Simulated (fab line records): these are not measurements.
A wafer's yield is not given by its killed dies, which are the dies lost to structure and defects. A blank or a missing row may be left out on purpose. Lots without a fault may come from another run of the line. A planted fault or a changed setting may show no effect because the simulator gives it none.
Chamber matching || flow rit cmos || RIT_CONTACT_ETCH_11 on rie diel-03: 4 sister chambers
The step etches SiO2 in CHF3/CF4/Ar, stops on TiSi2, target depth 480 nm, time 320 s. 14 wafers are shown with their chamber, then 7 later ones without.

== WAFERS WITH THEIR CHAMBER ==
{"wafer": "L410.4", "chamber": 1, "drypump motor current A (A)": 5.3, "throttle valve pct (%)": 8.76, "oes product au (a.u.)": 0.984}
{"wafer": "L410.5", "chamber": 3, "drypump motor current A (A)": 4.9, "throttle valve pct (%)": 8.58, "oes product au (a.u.)": 1.006}
{"wafer": "L410.6", "chamber": 2, "drypump motor current A (A)": 6.5, "throttle valve pct (%)": 9.03, "oes product au (a.u.)": 0.979}
{"wafer": "L422.2", "chamber": 1, "drypump motor current A (A)": 5.3, "throttle valve pct (%)": 8.75, "oes product au (a.u.)": 0.996}
{"wafer": "L422.3", "chamber": 0, "drypump motor current A (A)": 5.2, "throttle valve pct (%)": 8.79, "oes product au (a.u.)": 0.980}
{"wafer": "L422.6", "chamber": 0, "drypump motor current A (A)": 5.2, "throttle valve pct (%)": 8.78, "oes product au (a.u.)": 0.997}
{"wafer": "L423.1", "chamber": 1, "drypump motor current A (A)": 5.3, "throttle valve pct (%)": 8.76, "oes product au (a.u.)": 0.976}
{"wafer": "L423.3", "chamber": 3, "drypump motor current A (A)": 4.9, "throttle valve pct (%)": 8.59, "oes product au (a.u.)": 1.009}
{"wafer": "L423.4", "chamber": 0, "drypump motor current A (A)": 5.2, "throttle valve pct (%)": 8.80, "oes product au (a.u.)": 0.989}
{"wafer": "L424.1", "chamber": 0, "drypump motor current A (A)": 5.2, "throttle valve pct (%)": 8.79, "oes product au (a.u.)": 0.996}
{"wafer": "L424.2", "chamber": 3, "drypump motor current A (A)": 4.9, "throttle valve pct (%)": 8.60, "oes product au (a.u.)": 1.016}
{"wafer": "L424.5", "chamber": 2, "drypump motor current A (A)": 6.6, "throttle valve pct (%)": 9.05, "oes product au (a.u.)": 0.976}
{"wafer": "L426.2", "chamber": 2, "drypump motor current A (A)": 6.6, "throttle valve pct (%)": 9.03, "oes product au (a.u.)": 0.979}
{"wafer": "L426.5", "chamber": 1, "drypump motor current A (A)": 5.3, "throttle valve pct (%)": 8.76, "oes product au (a.u.)": 0.985}

SIGNATURES (averages over the wafers above)
{"reading": "drypump motor current A", "chamber 0": 5.200, "chamber 1": 5.300, "chamber 2": 6.567, "chamber 3": 4.900, "scatter within a chamber": 0.0258}
{"reading": "throttle valve pct", "chamber 0": 8.7900, "chamber 1": 8.7575, "chamber 2": 9.0367, "chamber 3": 8.5900, "scatter within a chamber": 0.00861}
{"reading": "oes product au", "chamber 0": 0.99050, "chamber 1": 0.98525, "chamber 2": 0.97800, "chamber 3": 1.01033, "scatter within a chamber": 0.00668}
Rule: for a wafer and a chamber, the distance is found by dividing, reading by reading, the gap between the wafer's reading and the chamber's mean by the reading's scatter, squaring, summing and taking the root. If the next closest chamber is less than 2 further off than the closest, the wafer can't be placed; otherwise it belongs to the closest. The scatter: take each reading less its chamber's mean, square it, sum over the shown wafers, divide by the number of wafers less the number of chambers, and take the root.

== WAFERS MISSING THEIR CHAMBER ==
{"wafer": "L426.6", "drypump motor current A (A)": 6.6, "throttle valve pct (%)": 9.05, "oes product au (a.u.)": 0.971}
{"wafer": "L428.1", "drypump motor current A (A)": 5.2, "throttle valve pct (%)": 8.78, "oes product au (a.u.)": 0.991}
{"wafer": "L428.2", "drypump motor current A (A)": 4.9, "throttle valve pct (%)": 8.60, "oes product au (a.u.)": 1.014}
{"wafer": "L428.6", "drypump motor current A (A)": 5.3, "throttle valve pct (%)": 8.75, "oes product au (a.u.)": 0.988}
{"wafer": "L431.1", "drypump motor current A (A)": 6.6, "throttle valve pct (%)": 9.04, "oes product au (a.u.)": 0.981}
{"wafer": "L431.3", "drypump motor current A (A)": 5.2, "throttle valve pct (%)": 8.79, "oes product au (a.u.)": 0.994}
{"wafer": "L431.6", "drypump motor current A (A)": 5.3, "throttle valve pct (%)": 8.75, "oes product au (a.u.)": 0.988}

== EACH ONE'S CHAMBER ==
{"wafer": "L426.6", "from the rows above": 2, "in truth": 2}
{"wafer": "L428.1", "from the rows above": 0, "in truth": 0}
{"wafer": "L428.2", "from the rows above": 3, "in truth": 3}
{"wafer": "L428.6", "from the rows above": 1, "in truth": 1}
{"wafer": "L431.1", "from the rows above": 2, "in truth": 2}
{"wafer": "L431.3", "from the rows above": 0, "in truth": 0}
{"wafer": "L431.6", "from the rows above": 1, "in truth": 1}
Correctly placed: 7 of 7. Number that these rows cannot place: 0. Number placed wrongly: 0.
